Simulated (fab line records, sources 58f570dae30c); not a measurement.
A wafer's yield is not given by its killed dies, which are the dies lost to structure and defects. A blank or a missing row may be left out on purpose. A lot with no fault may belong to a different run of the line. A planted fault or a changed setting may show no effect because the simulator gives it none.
Struck lot and sound lot, side by side / flow berkeley cmos170 / 15 out of 331 route steps
Sound: wafers L518.1, L518.3, L518.5. Struck: wafers L521.3, L521.4, L521.5. The cause is given at the end.
For every step that has rows: the tool of each side, followed by ch and its chambers, followed by its first start. Under that, the readings that differ: sound wafers / struck wafers / difference of the means / sigmas: that difference in standard deviations of wafers without a fault.
alike: readings whose means differ by less than 2 such deviations, and words and numbers that are the same on both sides. not compared: withheld readings, readings that some wafer has no value for, bounds like >300 that may hide the same value, and numbers for which the record gives no deviation and whose values overlap.
The two part at a step that has a row with sigmas, a row that says differs or no value, or rows on one side only. Non-overlapping numbers with no deviation appear without sigmas and do not part them. A reading missing from all wafers of one side parts the sides only when that side holds two or more wafers.

first, 1 step without rows for these wafers: UCB170_PWELL_DEVELOP_12 (develop time 45 s).
UCB170_PWELL_OVL_MEAS_13:
  sound on overlay-01, day 4 17:11; struck on overlay-01, day 5 00:58
  alike: PWELL_OVL
UCB170_PWELL_ETCH_14: etches Si3N4 in CH3F/Ar/O2, stops on SiO2, target depth 242 nm, time 151 s.
  sound on rie diel-03 ch 0,2,3, day 4 17:14; struck on rie diel-01 ch 0,3, day 5 00:59
  alike: drypump motor current A, oes product au, rf fwd power W, throttle valve pct
  not compared: rf hours counter h
then, 1 step without rows for these wafers: UCB170_PWELL_IMPLANT_15.
UCB170_PWELL_STRIP_16: strips in O2.
  sound on plasma asher-02 ch 1, day 4 17:29; struck on plasma asher-02 ch 0,1, day 5 01:16
  alike: drypump motor current A, oes product au, strip time to endpoint s
  not compared: rf hours counter h
UCB170_PWELL_TW_MEAS_17:
  sound on film metro-02, day 4 17:35; struck on film metro-01, day 5 01:22
  alike: PWELL_TW
then, 5 steps without rows for these wafers: UCB170_PWELL_CLEAN_18 (cleans in SPM, time 600 s); UCB170_PWELL_WET_ETCH_19 (etches Si3N4 in H3PO4, time 14400 s); UCB170_PWELL_WET_ETCH_20 (etches SiO2 in BOE, time 22 s); UCB170_WELLDRIVE_CLEAN_00 (cleans in SPM, time 600 s); UCB170_WELLDRIVE_OXIDATION_01 (target thk 199 nm, ox time 9000 s).
UCB170_WELLDRIVE_THK_MEAS_02:
  sound on film metro-03, day 5 02:08; struck on film metro-04, day 5 13:59
  alike: WELLDRIVE_OXIDE_THK
UCB170_WELLDRIVE_ANNEAL_03: time 900 s.
  sound on furnace-02 ch 0, day 5 02:12; struck on furnace-02 ch 0, day 5 18:08
  alike: spike tc source C
then, 1 step without rows for these wafers: UCB170_WELLDRIVE_WET_ETCH_04 (etches SiO2 in BOE, time 120 s).
UCB170_M3_PROBE_99:
  sound wafers here have rows in the record (prober-02, day 9 07:27); struck ones have none

## WHERE THEY PART
Only at UCB170_M3_PROBE_99, as far as this record shows.

WHY: what the simulator had put in
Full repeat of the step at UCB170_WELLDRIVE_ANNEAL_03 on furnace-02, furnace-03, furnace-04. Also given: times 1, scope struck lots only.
